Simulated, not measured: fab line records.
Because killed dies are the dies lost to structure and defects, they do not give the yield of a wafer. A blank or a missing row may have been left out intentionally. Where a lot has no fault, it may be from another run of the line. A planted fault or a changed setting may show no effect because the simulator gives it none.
Which tool was responsible?    flow berkeley_cmos170    14 lots with 42 wafers sampled at 4 steps, on a route of 331 steps

== WHAT THE GAUGES READ, wafer by wafer ==
UCB170_NWELL_THK_MEAS_02.
lot   measured     on             NWELL_OXIDE_THK (nm)
L449  day 2 04:32  film_metro-04  26.2 26.0 25.6
L450  day 2 09:40  film_metro-02  25.0 25.2 25.2
L451  day 2 14:06  film_metro-03  26.2 26.7 26.4
L452  day 2 20:45  film_metro-03  25.9 25.5 25.7
L454  day 3 03:51  film_metro-03  25.4 25.2 25.4
L461  day 4 13:07  film_metro-03  27.1 27.6 27.2
L459  day 4 13:08  film_metro-02  26.8 27.0 27.2
L462  day 4 17:58  film_metro-03  27.0 27.5 27.2
L464  day 5 12:04  film_metro-02  26.5 26.8 26.5
L465  day 5 16:05  film_metro-04  26.6 26.0 26.9
L466  day 5 16:06  film_metro-02  27.5 27.3 27.1
L467  day 5 23:16  film_metro-04  27.7 27.7 27.1
L470  day 6 08:43  film_metro-04  27.4 27.4 26.9
L472  day 7 02:37  film_metro-04  26.5 26.6 26.5

UCB170_SACOX_THK_MEAS_02.
lot   measured      on             SACOX_OXIDE_THK (nm)
L449  day 6 00:56   film_metro-04  15.0 14.8 15.2
L450  day 6 00:57   film_metro-01  15.1 15.0 15.2
L451  day 6 15:03   film_metro-01  13.7 13.9 13.7
L452  day 6 15:07   film_metro-01  13.7 13.8 13.8
L454  day 6 22:03   film_metro-02  14.0 13.8 13.8
L461  day 8 11:58   film_metro-04  14.2 14.4 14.4
L459  day 8 12:00   film_metro-02  14.6 14.4 14.5
L462  day 8 12:02   film_metro-04  14.2 14.1 14.2
L464  day 9 05:54   film_metro-04  14.2 14.4 14.5
L465  day 9 05:47   film_metro-01  14.6 14.6 14.7
L466  day 9 05:51   film_metro-04  14.5 14.7 14.7
L467  day 9 05:50   film_metro-01  14.3 14.4 14.5
L470  day 9 22:41   film_metro-02  14.6 14.5 14.4
L472  day 10 11:10  film_metro-02  14.1 14.3 14.2

UCB170_SCREENOX_THK_MEAS_02.
lot   measured      on             SCREENOX_OXIDE_THK (nm)
L449  day 6 06:08   film_metro-02  14.6 14.5 14.6
L450  day 6 06:09   film_metro-01  14.8 14.8 14.8
L451  day 6 23:46   film_metro-02  15.1 14.6 15.1
L452  day 6 23:48   film_metro-03  14.9 14.9 15.1
L454  day 7 06:52   film_metro-02  14.9 15.0 14.8
L461  day 8 17:47   film_metro-02  14.1 14.2 14.0
L459  day 8 17:51   film_metro-01  15.3 15.0 15.3
L462  day 8 17:43   film_metro-01  14.4 14.3 14.5
L464  day 9 09:09   film_metro-02  14.6 14.6 14.4
L465  day 9 09:07   film_metro-03  14.2 14.2 14.2
L466  day 9 09:11   film_metro-01  14.3 14.3 14.5
L467  day 9 09:10   film_metro-03  14.3 14.1 14.0
L470  day 10 03:12  film_metro-01  14.6 14.3 14.7
L472  day 10 16:35  film_metro-03  14.2 14.2 14.2

== WHICH TOOL RAN EACH LOT (tool, then ch and the chambers of the sampled wafers, then the start) ==
lot   UCB170_PWELL_IMPLANT_15
L449  implanter-03 ch 0, day 3 08:00
L450  implanter-03 ch 0, day 3 14:31
L451  implanter-01 ch 0, day 4 04:07
L452  implanter-03 ch 0, day 4 03:57
L454  implanter-02 ch 0, day 4 13:00
L461  implanter-03 ch 0, day 5 22:31
L459  implanter-03 ch 0, day 5 23:13
L462  implanter-02 ch 0, day 5 22:43
L464  implanter-01 ch 0, day 6 22:23
L465  implanter-01 ch 0, day 6 23:13
L466  implanter-02 ch 0, day 6 22:21
L467  implanter-02 ch 0, day 6 23:03
L470  implanter-01 ch 0, day 7 15:46
L472  implanter-02 ch 0, day 8 09:08
- UCB170_PWELL_IMPLANT_15

== AS READ BY THE TOOLS THEMSELVES (means over the sampled wafers that have a number; for cases with no such wafer, the mark the record gives instead) ==
UCB170_PWELL_IMPLANT_15.
lot   tool          tilt_deg (degrees)
L449  implanter-03  7.002
L450  implanter-03  7.012
L451  implanter-01  7.020
L452  implanter-03  7.007
L454  implanter-02  7.018
L461  implanter-03  7.999
L459  implanter-03  8.039
L462  implanter-02  7.044
L464  implanter-01  7.005
L465  implanter-01  6.990
L466  implanter-02  6.989
L467  implanter-02  7.024
L470  implanter-01  7.002
L472  implanter-02  6.970

== THE ANSWER, worked out from the rows above alone ==
Rule: the lots themselves supply what counts as usual. The widest of any qualifying gaps counts: lots, ordered by their means at a reading, are off when they make up no more than a third of the lots, leave a main group of 4 or more, and stand apart from it by 3 or more times the standard deviation of that group's means. A main group is skipped when, at the precision printed for the reading in the tables above, its means are all equal. A lot without any number at a reading at which 4 lots or more have one is off too. Where the step has rows for the other lots, those lots are counted as sound. The gauges are gone through in route order, then the tools' own readings, and for those a lot's mean is taken as printed above. At the first step where some lot is off, the reading lying furthest off is the one used; lots without a number count as furthest.
Off, at UCB170_PWELL_IMPLANT_15 on tilt_deg: L461, L459. The main group: mean 7.007 degrees, standard deviation 0.018.
A tool fits if, at that step or a process step before it, it ran every lot that is off, and no sound lot after the first of them. One fits: UCB170_PWELL_IMPLANT_15 on implanter-03. Its last sound lot is L452 (day 4 03:57), its first lot that is off L461 (day 5 22:31): a fault that began between those two fits.
The tool's own readings at UCB170_PWELL_IMPLANT_15 bear it out: on the lots that are off they differ by more than 5 times the standard deviation of the sound lots' means. tilt_deg reads 8.019 degrees there against 7.007 degrees on the sound lots.

== WHAT THE SIMULATOR HAD PUT IN ==
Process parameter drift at UCB170_PWELL_IMPLANT_15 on implanter-03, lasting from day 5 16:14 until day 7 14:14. Setting tilt_deg, moved by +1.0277, from 7. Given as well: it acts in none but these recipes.
Lots struck among those shown: L461, L459. The rule above reached the same finding.
